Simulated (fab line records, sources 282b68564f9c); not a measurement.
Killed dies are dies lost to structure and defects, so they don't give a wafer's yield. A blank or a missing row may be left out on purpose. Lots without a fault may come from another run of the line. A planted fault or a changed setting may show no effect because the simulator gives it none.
fab line records | flow rit_cmos
record lots=13 wafers=39 last_day=7
route steps=202 shown NSD@140 M1@202
lots that met no fault: from a run of the same line without faults
start_h: hours from the record's first day to the start of the lot's first wafer shown | wait_h: hours since the lot's step before | " the same as in the row above | L1.1+2: a row that stands for several wafers | - no value, or no start given | * or withheld: withheld | < > ~ a bound
route shown NAME@n: a module of which the file shows steps, and the number in the route of the first | usual: mean/standard deviation of fault-free wafers | same: alike in all rows | chamber/n: place in a boat | sites: the reading at each site | _std_site: their standard deviation | _edge_site: outer sites' mean less inner sites' | radius_mm: how far each site lies from the wafer's centre | mask NAME#n: copy n | behind: the tool/chamber that last shaped the wafer | hold: why the lot was held/for how many hours/how that ended | device: the transistor (n, p or np) that didn't switch | end of line: the same wafers' tests at the end of the route | a step without rows: its recipe alone | killed: dies lost to structure and defects at the first sort, not the wafer's yield | map: a wafer's dies, x killed, . not, _ none there
set.NAME: the setting as run; set.NAME@STEP: as run at that earlier step | model.NAME: the simulator's own value behind a step, which no gauge read
steps of the route over a sample of lots; a table a step, a row a wafer
services: from which hour (start_h, from the record's first day; less than 0 if before it) a tool's chamber was out of use, for how many hours, and why
## steps
# step RIT_NSD_STRIP_09
# recipe chemistry=O2 time_s=180 resist=NOVOLAK platen_temp_c=withheld power_w=500 pressure_mtorr=4000 o2_flow_sccm=4000
# usual drypump_motor_current_A=5.8/0.35
# columns lot.wafer tool chamber start_h wait_h drypump_motor_current_A rf_hours_counter_h
L196.4 plasma_asher-03 0 48.01 0.1 6.4 -
L196.5 " 0 " " 6.4 -
L196.6 " 1 " " 5.2 -
L197.3 plasma_asher-03 1 54.57 0.1 5.2 -
L197.5 " 1 " " 5.2 -
L197.6 " 0 " " 6.4 -
L198.2 plasma_asher-03 0 59.46 0.1 6.3 25
L198.4 " 0 " " 6.4 -
L198.5 " 1 " " 5.2 -
L199.1 plasma_asher-01 0 64.41 0.1 5.6 42
L199.2 " 1 " " 6.0 42
L199.6 " 0 " " 5.6 -
L200.2 plasma_asher-01 0 68.45 0.1 5.6 43
L200.3 " 1 " " 6.0 -
L200.6 " 0 " " 5.6 -
L201.3 plasma_asher-02 0 73.33 0.1 5.8 -
L201.4 " 1 " " 5.8 -
L201.5 " 1 " " 5.8 -
L202.2 plasma_asher-02 1 76.98 0.1 5.8 43
L202.3 " 0 " " 5.8 -
L202.5 " 0 " " 5.7 -
L203.2 plasma_asher-01 1 82.09 0.1 6.0 44
L203.3 " 0 " " 5.6 -
L203.6 " 1 " " 6.0 -
L204.1 plasma_asher-01 1 88.75 0.1 6.0 45
L204.2 " 0 " " 5.6 45
L204.4 " 1 " " 6.0 -
L210.3 plasma_asher-02 1 120.07 0.1 5.8 -
L210.5 " 0 " " 5.8 -
L210.6 " 1 " " 5.8 -
L213.1 plasma_asher-02 1 133.18 0.1 5.8 49
L213.3 " 0 " " 5.8 -
L213.4 " 1 " " 5.8 -
L216.2 plasma_asher-03 0 151.68 0.1 6.3 36
L216.4 " 0 " " 6.3 -
L216.5 " 1 " " 5.2 -
L218.1 plasma_asher-03 0 157.06 0.1 6.4 36
L218.2 " 1 " " 5.2 36
L218.4 " 0 " " 6.4 -
# step RIT_M1_PROBE_99
# usual killed_at_M0_to_M3=0.0/0.083 killed_at_contacts=0.1/0.25 killed_at_front_end=7.1/2.9 killed_dies=7.2/2.9 killed_open=3.6/1.9 killed_short=3.5/1.9
# same gross_dies=264 killed_at_M4_up=0 killed_at_back_side=0 killed_at_other=0
# columns lot.wafer tool chamber start_h wait_h killed_at_M0_to_M3 killed_at_contacts killed_at_front_end killed_dies killed_open killed_short
L210.3 prober-01 - 130.47 0.2 0 0 9 9 7 2
L210.5 prober-01 - 130.57 0.2 0 0 29 29 0 4
L210.6 prober-01 - 130.62 0.2 0 0 6 6 3 3
L213.1 prober-02 - 143.02 0.1 0 0 8 8 5 3
L213.3 prober-02 - 143.12 0.2 1 0 29 30 1 5
L213.4 prober-02 - 143.17 0.2 0 0 9 9 5 4
# killed by level:class
L210.3 FOX1:geometric_particle:open=4 FOX1:geometric_particle:short=2 GATE:geometric_particle:open=2 SILICIDE:geometric_particle:open=1
L210.5 NSD:unspecified=25 REOX:geometric_particle:short=3 GATE:geometric_particle:short=1
L210.6 FOX2:geometric_particle:open=2 FOX1:geometric_particle:short=1 GATE:geometric_particle:short=1 SPACER:geometric_particle:short=1 SPACER:geometric_particle:open=1
L213.1 GATE:geometric_particle:short=3 FOX1:geometric_particle:open=2 FOX2:geometric_particle:open=2 GATE:geometric_particle:open=1
L213.3 NSD:unspecified=24 GATE:geometric_particle:short=3 FOX1:geometric_particle:short=1 GATE:geometric_particle:open=1 M1:geometric_particle:short=1
L213.4 GATE:geometric_particle:open=3 FOX2:geometric_particle:short=2 REOX:geometric_particle:open=1 SPACER:geometric_particle:open=1 SPACER:geometric_particle:short=1 SILICIDE:geometric_particle:short=1
## services
# columns tool chamber start_h hours kind
plasma_asher-01 - 34.24 5.5 repair
plasma_asher-01 - 108.75 9.0 pm
plasma_asher-01 0 108.75 9.0 vent_cycle
plasma_asher-01 1 108.75 9.0 vent_cycle
plasma_asher-02 - 109.32 2.8 pm
plasma_asher-01 0 117.75 - clean
plasma_asher-01 1 117.75 - clean
## key
first_sign step=RIT_M1_PROBE_99 reading=killed_dies direction=up sigmas=7.6 usual=7.2 struck=29.5
effect step=RIT_M1_PROBE_99 reading=killed_at_front_end direction=up sigmas=7.5 usual=7.1 struck=29
met_at RIT_NSD_STRIP_09
struck_lots L210,L213
struck_wafers L210.5,L213.3
tester_left_out L210,L213
onset_between 76.98 120.07
fault kind=chamber_particle_source tool=plasma_asher-02 chamber=0 onset_h=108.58 steps=RIT_NSD_STRIP_09 rate_per_visit_cm2=0.4412 end_h=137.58
# tester_left_out: of these lots the tester's yield and bins aren't shown, on N5 and GAA mostly nor the transistor test; their killed dies are dies lost to structure and defects alone, not to doping, threshold or leakage, so they don't give the yield
